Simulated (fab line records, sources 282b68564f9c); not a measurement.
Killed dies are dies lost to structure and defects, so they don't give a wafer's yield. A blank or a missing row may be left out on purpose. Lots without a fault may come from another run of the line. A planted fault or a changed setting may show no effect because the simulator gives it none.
Which tool did it? | flow rit_cmos | 14 lots, 42 wafers sampled, at 6 steps of a route of 202

WHAT THE GAUGES READ, wafer by wafer
RIT_GATE_THK_MEAS_07.
lot  | measured    | on            | GATE_OXIDE_THK (nm)
L572 | day 2 14:43 | film_metro-03 | 3.03 3.06 3.04
L573 | day 2 16:35 | film_metro-01 | 2.99 2.93 3.00
L574 | day 2 21:00 | film_metro-01 | 2.95 3.00 3.02
L575 | day 3 07:47 | film_metro-01 | 2.95 3.08 2.99
L576 | day 3 10:25 | film_metro-03 | 3.07 2.96 3.00
L577 | day 3 14:40 | film_metro-01 | 3.00 2.89 2.99
L578 | day 3 23:46 | film_metro-04 | 2.93 3.07 3.05
L582 | day 4 15:29 | film_metro-03 | 3.07 3.09 3.07
L587 | day 5 21:36 | film_metro-01 | 3.04 3.04 3.00
L588 | day 6 00:41 | film_metro-01 | 3.02 3.00 3.00
L589 | day 6 12:24 | film_metro-03 | 2.81 2.91 2.88
L590 | day 6 18:31 | film_metro-01 | 2.91 2.95 2.94
L593 | day 7 12:01 | film_metro-01 | 2.87 3.01 3.01
L594 | day 7 17:26 | film_metro-04 | 2.95 2.97 2.93

RIT_PLDD_TW_MEAS_10.
lot  | measured    | on            | PLDD_TW
L572 | day 3 06:15 | film_metro-03 | 2365 2364 2384
L573 | day 3 06:30 | film_metro-04 | 2336 2343 2328
L574 | day 3 08:14 | film_metro-04 | 2340 2334 2335
L575 | day 3 19:19 | film_metro-04 | 2337 2333 2339
L576 | day 3 21:15 | film_metro-04 | 2338 2340 2343
L577 | day 4 02:35 | film_metro-02 | 2355 2358 2361
L578 | day 4 09:08 | film_metro-02 | 2350 2370 2363
L582 | day 5 02:54 | film_metro-02 | 2336 2352 2343
L587 | day 6 11:27 | film_metro-04 | 2323 2322 2345
L588 | day 6 11:49 | film_metro-03 | 2664 2669 2672
L589 | day 7 01:58 | film_metro-02 | 2621 2634 2613
L590 | day 7 08:58 | film_metro-02 | 2360 2358 2347
L593 | day 7 22:53 | film_metro-03 | 2368 2375 2361
L594 | day 8 06:55 | film_metro-02 | 2335 2338 2339

RIT_SDANNEAL_RS_MEAS_06: measures by four-point-probe.
lot  | measured    | on            | PLDD_RS (ohm/sq)
L572 | day 3 12:48 | film_metro-02 | 179.1 178.5 178.4
L573 | day 3 13:20 | film_metro-04 | 179.2 179.4 179.6
L574 | day 3 15:08 | film_metro-02 | 178.6 178.6 178.7
L575 | day 4 01:52 | film_metro-04 | 178.4 177.8 177.5
L576 | day 4 03:29 | film_metro-03 | 178.8 179.7 178.8
L577 | day 4 08:46 | film_metro-04 | 178.6 178.8 178.5
L578 | day 4 15:30 | film_metro-02 | 178.7 178.5 178.8
L582 | day 5 10:06 | film_metro-02 | 179.1 178.8 179.0
L587 | day 6 18:02 | film_metro-02 | 178.0 178.2 179.3
L588 | day 6 18:14 | film_metro-04 | 158.0 157.2 157.6
L589 | day 7 08:18 | film_metro-02 | 158.2 157.4 157.6
L590 | day 7 15:14 | film_metro-02 | 178.3 178.3 178.7
L593 | day 8 05:02 | film_metro-03 | 178.8 179.5 179.1
L594 | day 8 13:46 | film_metro-03 | 179.0 179.1 178.9

RIT_CONTACT_CD_MEAS_08: target cd 1000 nm.
lot  | measured    | on        | cd_nm (nm)
L572 | day 3 14:46 | cd_sem-02 | 1002.8 1005.0 1000.8
L573 | day 3 15:17 | cd_sem-01 | 999.8 1000.0 1000.9
L574 | day 3 16:58 | cd_sem-02 | 999.2 999.6 1000.4
L575 | day 4 03:53 | cd_sem-01 | 1001.3 1000.9 1001.3
L576 | day 4 05:27 | cd_sem-01 | 1006.1 1005.3 1004.2
L577 | day 4 10:44 | cd_sem-01 | 997.4 997.1 995.4
L578 | day 4 17:20 | cd_sem-01 | 996.3 998.2 997.6
L582 | day 5 11:56 | cd_sem-01 | 999.8 998.2 997.5
L587 | day 6 19:59 | cd_sem-01 | 1001.8 1001.8 1001.9
L588 | day 6 20:14 | cd_sem-02 | 997.8 996.9 1000.1
L589 | day 7 10:19 | cd_sem-02 | 1000.6 997.5 998.2
L590 | day 7 17:12 | cd_sem-02 | 1001.3 1001.9 999.9
L593 | day 8 07:02 | cd_sem-01 | 998.0 998.7 1000.6
L594 | day 8 15:36 | cd_sem-02 | 1001.3 1002.4 1001.9

WHICH TOOL RAN EACH LOT (tool, then ch and the chambers of the sampled wafers, then the start)
lot  | RIT_PLDD_IMPLANT_08            | RIT_SILICIDE_RTA_06
L572 | implanter-02 ch 0, day 3 05:55 | rtp_anneal-02 ch 0, day 3 13:29
L573 | implanter-01 ch 0, day 3 06:11 | rtp_anneal-02 ch 0, day 3 14:01
L574 | implanter-02 ch 0, day 3 07:56 | rtp_anneal-01 ch 0, day 3 15:49
L575 | implanter-02 ch 0, day 3 19:01 | rtp_anneal-02 ch 0, day 4 02:33
L576 | implanter-04 ch 0, day 3 20:55 | rtp_anneal-01 ch 0, day 4 04:11
L577 | implanter-04 ch 0, day 4 02:16 | rtp_anneal-02 ch 0, day 4 09:28
L578 | implanter-01 ch 0, day 4 08:50 | rtp_anneal-01 ch 0, day 4 16:10
L582 | implanter-02 ch 0, day 5 02:37 | rtp_anneal-02 ch 0, day 5 10:46
L587 | implanter-01 ch 0, day 6 11:08 | rtp_anneal-01 ch 0, day 6 18:43
L588 | implanter-04 ch 0, day 6 11:29 | rtp_anneal-01 ch 0, day 6 18:56
L589 | implanter-04 ch 0, day 7 01:41 | rtp_anneal-02 ch 0, day 7 08:59
L590 | implanter-02 ch 0, day 7 08:39 | rtp_anneal-01 ch 0, day 7 15:55
L593 | implanter-02 ch 0, day 7 22:35 | rtp_anneal-02 ch 0, day 8 05:42
L594 | implanter-01 ch 0, day 8 06:36 | rtp_anneal-01 ch 0, day 8 14:27
- RIT_PLDD_IMPLANT_08
- RIT_SILICIDE_RTA_06: time 10 s, ramp up 5 s, ramp down 10 s.

WHAT THE TOOLS THEMSELVES READ (means of the sampled wafers that have a number; where no wafer has one, the mark that the record gives instead)
RIT_PLDD_IMPLANT_08.
lot  | tool         | dose_ions_cm2 | end_station_pressure_torr (Torr) | faraday_current_uA
L572 | implanter-02 | 8.999e+14     | 6.8e-06                          | 2808
L573 | implanter-01 | 9.004e+14     | 7.2e-06                          | 2801
L574 | implanter-02 | 9.000e+14     | 7.7e-06                          | 2833
L575 | implanter-02 | 9.003e+14     | 7.4e-06                          | 2846
L576 | implanter-04 | 9.000e+14     | 7.3e-06                          | 2808
L577 | implanter-04 | 9.003e+14     | 7.3e-06                          | 2784
L578 | implanter-01 | 9.000e+14     | 7.3e-06                          | 2795
L582 | implanter-02 | 8.990e+14     | 7.4e-06                          | 2848
L587 | implanter-01 | 9.000e+14     | 7.3e-06                          | 2825
L588 | implanter-04 | 1.441e+15     | 8.5e-06                          | 4588
L589 | implanter-04 | 1.439e+15     | 8.9e-06                          | 4533
L590 | implanter-02 | 8.991e+14     | 7.3e-06                          | 2763
L593 | implanter-02 | 8.992e+14     | 7.1e-06                          | 2875
L594 | implanter-01 | 8.997e+14     | 6.8e-06                          | 2800

RIT_SILICIDE_RTA_06.
lot  | tool          | wafer_temp_C_max
L572 | rtp_anneal-02 | 755.5
L573 | rtp_anneal-02 | 755.4
L574 | rtp_anneal-01 | 751.6
L575 | rtp_anneal-02 | 755.4
L576 | rtp_anneal-01 | 752.0
L577 | rtp_anneal-02 | 755.0
L578 | rtp_anneal-01 | 752.0
L582 | rtp_anneal-02 | 755.5
L587 | rtp_anneal-01 | 751.8
L588 | rtp_anneal-01 | 752.2
L589 | rtp_anneal-02 | 755.7
L590 | rtp_anneal-01 | 751.8
L593 | rtp_anneal-02 | 755.3
L594 | rtp_anneal-01 | 751.6

THE ANSWER, worked out from the rows above alone
Rule: what is usual is taken from the lots themselves. Put in order of their means at a reading, lots are off if they are a third of the lots or fewer, leave a main group of 4 or more, and stand apart from it by a gap of 3 or more times the standard deviation of the main group's means; of several such gaps the widest counts. A main group whose means are all the same, to the digits that the tables above print for the reading, isn't used. A lot without any number at a reading at which 4 lots or more have one is off too. The other lots that the step has rows for count as sound. The gauges are gone through in route order, then the tools' own readings, and for those a lot's mean is taken as printed above. The first step at which some lot is off is used, and at that step the reading that is off furthest; a lot without a number counts as furthest.
Off: L588, L589, at RIT_PLDD_TW_MEAS_10 (PLDD_TW). The main group: mean 2348, standard deviation 13.
A tool fits if, at a process step before that reading, it ran every lot that is off, and no sound lot after the first of them. The gauges at RIT_PLDD_TW_MEAS_10 aren't tried: what is off there is off at RIT_PLDD_IMPLANT_08 too, on other tools, and a gauge's error can't cause that. One fits: implanter-04 at RIT_PLDD_IMPLANT_08. Its last sound lot is L577 (day 4 02:16), its first lot that is off L588 (day 6 11:29): a fault that began between those two fits.
The tool's own readings at RIT_PLDD_IMPLANT_08 bear it out: on the lots that are off they differ by more than 5 times the standard deviation of the sound lots' means. dose_ions_cm2 reads 1.440e+15 there against 8.998e+14 on the sound lots; end_station_pressure_torr reads 8.7e-06 Torr there against 7.2e-06 Torr on the sound lots; faraday_current_uA reads 4560 there against 2816 on the sound lots.

WHAT THE SIMULATOR HAD PUT IN
Process parameter drift: implanter-04, from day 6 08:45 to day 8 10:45, at RIT_PLDD_IMPLANT_08. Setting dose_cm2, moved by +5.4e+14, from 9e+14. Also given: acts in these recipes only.
Lots struck among those shown: L588, L589. The rule above found the same.
